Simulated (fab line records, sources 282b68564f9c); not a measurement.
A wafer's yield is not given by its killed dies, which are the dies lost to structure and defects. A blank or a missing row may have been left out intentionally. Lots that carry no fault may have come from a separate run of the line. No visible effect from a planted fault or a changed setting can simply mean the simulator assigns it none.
What tool caused it?	flow rit-cmos	13 lots with 39 wafers sampled at 2 steps, on a route of 202 steps

## WHAT THE GAUGES READ, wafer by wafer
RIT_ACTIVE_THK_MEAS_04. Usual: ACTIVE_NITRIDE_THK gives 150.3 nm (standard deviation 1.4).
lot	measured	on	ACTIVE_NITRIDE_THK (nm)	flag
L224	day 1 13:38	film-metro-01	152.3 151.5 152.3	
L226	day 1 23:32	film-metro-01	150.2 151.8 151.1	
L227	day 2 04:34	film-metro-03	148.5 147.6 148.6	
L228	day 2 09:33	film-metro-02	150.6 148.3 149.1	
L229	day 2 14:32	film-metro-02	154.3 152.8 152.6	
L230	day 2 19:32	film-metro-02	148.3 148.4 148.8	
L231	day 3 00:37	film-metro-03	150.9 150.2 150.1	
L236	day 4 01:32	film-metro-02	151.3 152.2 151.2	
L241	day 5 02:32	film-metro-02	170.0 169.7 171.0	OFF
L242	day 5 07:32	film-metro-02	151.6 150.3 151.8	
L243	day 5 12:32	film-metro-01	149.3 149.6 149.7	
L245	day 5 22:32	film-metro-02	151.2 151.0 150.8	
L247	day 6 08:32	film-metro-03	151.0 153.0 151.4	

## EACH LOT AND THE TOOL THAT RAN IT (in order: tool; ch and the chambers of the sampled wafers; start)
lot	RIT_ACTIVE_CVD_03
L224	lpcvd-02 ch 0, day 1 12:14
L226	lpcvd-02 ch 0, day 1 22:07
L227	lpcvd-02 ch 0, day 2 03:07
L228	lpcvd-01 ch 0, day 2 08:07
L229	lpcvd-02 ch 1, day 2 13:07
L230	lpcvd-02 ch 1, day 2 18:07
L231	lpcvd-02 ch 0, day 2 23:10
L236	lpcvd-01 ch 1, day 4 00:07
L241	lpcvd-02 ch 0, day 5 01:07
L242	lpcvd-01 ch 0, day 5 06:07
L243	lpcvd-02 ch 1, day 5 11:07
L245	lpcvd-01 ch 1, day 5 21:07
L247	lpcvd-01 ch 1, day 6 07:07
- RIT_ACTIVE_CVD_03: deposits Si3N4 from SiH2Cl2/NH3, target thk 150 nm, time 1500 s.

## WHAT THE TOOLS THEMSELVES READ (means of the sampled wafers that have a number; where no wafer has one, the mark that the record gives instead)
RIT_ACTIVE_CVD_03. Usual: nh3-flow-sccm 150.0 sccm, standard deviation 0.44; spike-tc-load-C 832.5 C, standard deviation 1.9.
lot	tool	nh3-flow-sccm (sccm)	spike-tc-load-C (C)	flag
L224	lpcvd-02	149.8	831.8	
L226	lpcvd-02	150.0	832.6	
L227	lpcvd-02	150.4	832.1	
L228	lpcvd-01	149.9	833.7	
L229	lpcvd-02	149.5	830.0	
L230	lpcvd-02	150.3	830.6	
L231	lpcvd-02	149.7	832.5	
L236	lpcvd-01	149.8	834.4	
L241	lpcvd-02	180.1	830.9	OFF
L242	lpcvd-01	149.7	834.7	
L243	lpcvd-02	150.4	830.6	
L245	lpcvd-01	150.2	834.3	
L247	lpcvd-01	149.7	833.9	

## THE ANSWER, worked out from the rows above alone
Rule: lot off if the mean of its wafers having a number is beyond 3 standard deviations from the usual mean. Also off: a lot with no number at a reading for which 4 or more lots have one. Where the step has rows for the other lots, those lots are counted as sound. The gauges are gone through in route order, then the tools' own readings, and for those a lot's mean is taken as printed above. The first step at which some lot is off is used, and at that step the reading that is off furthest; a lot without a number counts as furthest.
Off: at RIT_ACTIVE_THK_MEAS_04 (ACTIVE_NITRIDE_THK), L241.
A tool fits if, at a process step before that reading, it ran every lot that is off, and no sound lot after the first of them. Not tried: the gauges at RIT_ACTIVE_THK_MEAS_04; whatever is off there is also off at RIT_ACTIVE_CVD_03, on other tools, and gauge error can't account for it. Not one of the candidates tried fits.

## WHAT WAS PUT IN BY THE SIMULATOR
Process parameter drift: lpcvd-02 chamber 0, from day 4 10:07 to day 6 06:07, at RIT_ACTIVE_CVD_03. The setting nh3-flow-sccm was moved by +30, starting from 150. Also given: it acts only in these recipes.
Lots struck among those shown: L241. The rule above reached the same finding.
